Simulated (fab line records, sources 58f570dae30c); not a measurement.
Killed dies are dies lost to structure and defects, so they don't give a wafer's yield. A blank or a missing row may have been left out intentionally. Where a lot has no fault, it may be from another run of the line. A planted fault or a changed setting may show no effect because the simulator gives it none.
Matching of chambers | flow berkeley cmos170 | UCB170_M3_ETCH_17 on rie diel-04: 4 sister chambers
The step etches BARC in N2/H2. 14 wafers are shown with their chamber, then 7 later ones without.

## EACH WAFER AND ITS CHAMBER
wafer  | chamber | drypump motor current A (A) | throttle valve pct (%) | oes product au (a.u.)
L690.2 | 1       | 6.4                         | 13.34                  | 0.956
L690.5 | 2       | 5.8                         | 13.47                  | 1.029
L690.6 | 1       | 6.4                         | 13.35                  | 0.946
L692.1 | 3       | 5.3                         | 13.27                  | 0.968
L692.2 | 0       | 5.5                         | 13.36                  | 0.998
L692.6 | 2       | 5.9                         | 13.46                  | 1.020
L697.2 | 0       | 5.5                         | 13.35                  | 0.982
L697.5 | 2       | 5.8                         | 13.45                  | 1.007
L697.6 | 1       | 6.4                         | 13.35                  | 0.953
L698.1 | 1       | 6.4                         | 13.35                  | 0.944
L698.3 | 2       | 5.9                         | 13.46                  | 0.997
L698.6 | 3       | 5.3                         | 13.26                  | 0.969
L706.3 | 3       | 5.3                         | 13.26                  | 0.969
L706.4 | 3       | 5.3                         | 13.27                  | 0.959

SIGNATURES, as means of the wafers listed above
reading                 | chamber 0 | chamber 1 | chamber 2 | chamber 3 | scatter within a chamber
drypump motor current A | 5.500     | 6.400     | 5.850     | 5.300     | 0.0316
throttle valve pct      | 13.3550   | 13.3475   | 13.4600   | 13.2650   | 0.00652
oes product au          | 0.99000   | 0.94975   | 1.01325   | 0.96625   | 0.00945
Rule: a wafer lies at a distance from a chamber equal to the root of the sum of squares, over the readings, of (its reading less the chamber's mean, divided by the reading's scatter). The wafer belongs to the nearest chamber; if the next one is less than 2 further off, it can't be placed. The scatter: the root of (the sum of the squares of (reading less its chamber's mean) over the shown wafers, divided by (wafers less chambers)).

## WAFERS WHOSE CHAMBER IS MISSING
wafer  | drypump motor current A (A) | throttle valve pct (%) | oes product au (a.u.)
L706.6 | 6.4                         | 13.36                  | 0.947
L707.1 | 5.3                         | 13.27                  | 0.955
L707.2 | 5.5                         | 13.34                  | 0.986
L707.4 | 5.5                         | 13.37                  | 0.978
L712.1 | 5.3                         | 13.25                  | 0.970
L712.4 | 5.3                         | 13.28                  | 0.958
L712.6 | 5.5                         | 13.36                  | 0.971

## THE CHAMBER EACH PASSED THROUGH
wafer  | from the rows above | in truth
L706.6 | 1                   | 1
L707.1 | 3                   | 3
L707.2 | 0                   | 0
L707.4 | 0                   | 0
L712.1 | 3                   | 3
L712.4 | 3                   | 3
L712.6 | 0                   | 0
7 of 7 placed correctly. Number that these rows cannot place: 0. 0 placed wrongly.
